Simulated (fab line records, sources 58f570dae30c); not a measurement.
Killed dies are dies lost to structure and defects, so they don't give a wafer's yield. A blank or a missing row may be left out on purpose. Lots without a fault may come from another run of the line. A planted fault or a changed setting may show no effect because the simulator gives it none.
A struck lot beside a sound one | flow berkeley_cmos170 | 16 steps out of a route of 331
Sound: wafers L433.2, L433.4, L433.6. Struck: wafer L434.2. (L434.3, L434.6 of the same lot were not struck and are left out.) The cause comes at the end.
At each step with rows: each side's tool, then ch and its chambers, then its first start. Under that, the readings that differ: sound wafers | struck wafers | difference of the means | sigmas: that difference in standard deviations of wafers without a fault.
alike: readings whose means differ by less than 2 such deviations, and words and numbers that are the same on both sides. not compared: withheld readings, readings that some wafer has no value for, bounds like >300 that may hide the same value, and numbers for which the record gives no deviation and whose values overlap.
The two part at a step that has a row with sigmas, a row that says differs or no value, or rows on one side only. Numbers that don't overlap but have no deviation are shown without sigmas and don't part them. A reading that every wafer of one side lacks parts them only if that side has two wafers or more.

UCB170_V1_CMP_02: polishes SiO2.
  sound on cmp-02 ch 0,2,3, day 8 17:37; struck on cmp-02 ch 1, day 8 20:14
  alike: motor_current_A
UCB170_V1_BOW_MEAS_03:
  sound on film_metro-03, day 8 17:50; struck on film_metro-03, day 8 20:31
  reading     | sound    | struck | difference | sigmas
  V1_BOW (um) | 34 17 16 | 7      | -15        | -2
UCB170_V1_THK_MEAS_04:
  sound on film_metro-03, day 8 17:57; struck on film_metro-03, day 8 20:37
  alike: V1_POLISHED_THK
then, 7 steps without rows for these wafers: UCB170_V1_CLEAN_05 (cleans in DIW); UCB170_V1_HMDS_06 (prime time 60 s); UCB170_V1_COAT_07 (resist thk 900 nm); UCB170_V1_SOFTBAKE_08 (time 60 s); UCB170_V1_EXPOSE_09 (exposes mask VIA1, target cd 700 nm); UCB170_V1_PEB_10; UCB170_V1_DEVELOP_11 (develop time 45 s).
UCB170_V1_CD_MEAS_12: target cd 700 nm.
  sound on cd_sem-02, day 8 19:18; struck on cd_sem-01, day 8 22:02
  alike: cd_nm
UCB170_V1_OVL_MEAS_13:
  sound on overlay-02, day 8 19:24; struck on overlay-01, day 8 22:09
  alike: V1_OVL
UCB170_V1_ETCH_14: etches SiO2 in CHF3/CF4/Ar, stops on Al, target depth 1250 nm, time 291 s.
  sound on rie_diel-03 ch 0,1,3, day 8 19:26; struck on rie_diel-04 ch 0, day 8 22:11
  reading                             | sound             | struck | difference | sigmas
  oes_product_au (a.u.)               | 0.882 0.882 0.874 | 0.839  | -0.040     | -4
  rf_fwd_power_W (W)                  | 699.3 699.6 698.6 | 421.8  | -277.4     | -99 or more
  model.KrF_of_V1_COAT_07.thk_nm (nm) | 606.6 617.7 612.3 | 677.4  | +65.2      |
  model.etch.depth_nm (nm)            | 999 1000 1001     | 934.4  | -65.6      |
  model.V1.feature_depth_nm (nm)      | 999 1000 1001     | 934.4  | -65.6      |
  alike: cf4_flow_sccm, drypump_motor_current_A, throttle_valve_pct
  not compared: rf_hours_counter_h
UCB170_V1_STRIP_15: strips in O2.
  sound on plasma_asher-03 ch 0,1, day 8 19:37; struck on plasma_asher-03 ch 1, day 8 22:22
  reading                      | sound             | struck | difference | sigmas
  strip_time_to_endpoint_s (s) | 15.23 15.49 15.36 | 16.85  | +1.49      | +14
  alike: drypump_motor_current_A, oes_product_au
  not compared: rf_hours_counter_h
UCB170_V1_CD_MEAS_90: target cd 700 nm.
  sound on cd_sem-02, day 8 19:44; struck on cd_sem-01, day 8 22:29
  reading    | sound             | struck | difference | sigmas
  cd_nm (nm) | 700.3 699.6 698.9 | 694.3  | -5.3       | -4
then, 1 step without rows for these wafers: UCB170_M2_PRE_CLEAN_00 (preclean etch time 60 s).

WHERE THEY PART
First at UCB170_V1_BOW_MEAS_03; last, within this record, at UCB170_V1_CD_MEAS_90.

WHY: what the simulator had put in
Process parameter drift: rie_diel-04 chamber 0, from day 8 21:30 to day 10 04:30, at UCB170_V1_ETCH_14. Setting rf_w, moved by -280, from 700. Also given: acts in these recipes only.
